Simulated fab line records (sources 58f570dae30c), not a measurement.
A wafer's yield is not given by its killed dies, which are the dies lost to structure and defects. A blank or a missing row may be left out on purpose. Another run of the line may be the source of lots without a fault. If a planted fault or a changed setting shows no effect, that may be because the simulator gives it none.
Problem report, 8D (eight disciplines) form, completed by code    flow berkeley cmos170    the parts of the form that need people (team, actions taken, sign-off) are left out

1. THE ISSUE
Across 2 wafers from 2 lots, SILICIDE_TI_RS at UCB170_SILICIDE_RS_MEAS_02 averages 30.20 ohm/sq, while fault-free wafers read 26.18 ohm/sq with a standard deviation of 0.28. That is +14 standard deviations from the usual mean.
The step: measures by four-point-probe.
Seen first at day 9 20:15 on film metro-04, wafer L275.2. The record has a number at this step for 42 wafers belonging to 14 lots. By rule, "out" or "out of limits" means more than 4 standard deviations away from the usual mean. The rest of the wafers with a number are treated as sound.

2. WHAT IT IS, AND WHAT IT ISN'T
question                     is                            is not
which readings at this step  SILICIDE_TI_RS                -
which lots                   L275, L276                    L264, L265, L266, L267, L268, L269, L270, L272, L273, L283, L285, L287
which wafers of those lots   L275.2, L276.5                L275.3, L275.6, L276.2, L276.4
read on which gauges         film metro-01, film metro-04  film metro-03
when                         from day 9 20:15              up to then (29 sound wafers); but 11 sound wafers of L276, L283, L285, L287 came after

3. THE SUSPECTS, EACH WITH WHAT RULES IT OUT
Counting: any tool at a process step up to the reading remains a suspect provided it ran every lot that is out. Sound lots after the first of them don't rule it out here, since some wafers of a struck lot are sound.
- the gauge at UCB170_SILICIDE_RS_MEAS_02: ruled out. The wafers that are out were read on 2 gauges (film metro-01, film metro-04).
- pvd sputter-03 at UCB170_SILICIDE_SPUTTER_01 (material Ti, target thk 30 nm, time 25 s): kept. Ran every lot that is out, first one L275 (day 9 20:12); last sound lot up to then L272 (day 9 08:57).
Remaining after the count: pvd sputter-03 at UCB170_SILICIDE_SPUTTER_01.

4. THE CAUSE (what the simulator had put in)
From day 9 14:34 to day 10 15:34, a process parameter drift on pvd sputter-03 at UCB170_SILICIDE_SPUTTER_01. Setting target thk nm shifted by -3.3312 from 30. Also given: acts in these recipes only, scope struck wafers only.
Counting left only this tool.

5. THE CHAIN OF EFFECTS, in route order
Each row: a reading where the mean over the struck wafers with a number is more than 3 standard deviations away from the usual. Scope: only readings with a usual standard deviation given in the record; hours: median across lots of the time from each lot's start at the first step in this table that gives one to its start at this step; sigmas: change in usual standard deviations.
hours  step                         reading          usual         on struck wafers  change  sigmas
0      UCB170_SILICIDE_RS_MEAS_02   SILICIDE_TI_RS   26.18 ohm/sq  30.20             +4.02   +14
0      UCB170_SILICIDE_THK_MEAS_03  SILICIDE_TI_THK  30.02 nm      26.52             -3.50   -12

6. WHAT WOULD HAVE CAUGHT IT SOONER
In this record the first reading out of limits at a measuring or inspecting step was taken at day 9 20:15, 6 hours after the fault began at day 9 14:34.
Tool readings at UCB170_SILICIDE_SPUTTER_01 with a usual standard deviation given in the record: none out on any struck wafer, hence no alarm at a limit of 4 standard deviations on them.
Among the 2 lots that are out, L276 began UCB170_SILICIDE_SPUTTER_01 on pvd sputter-03 after day 9 20:15. Holding the tool at that time would have saved it.
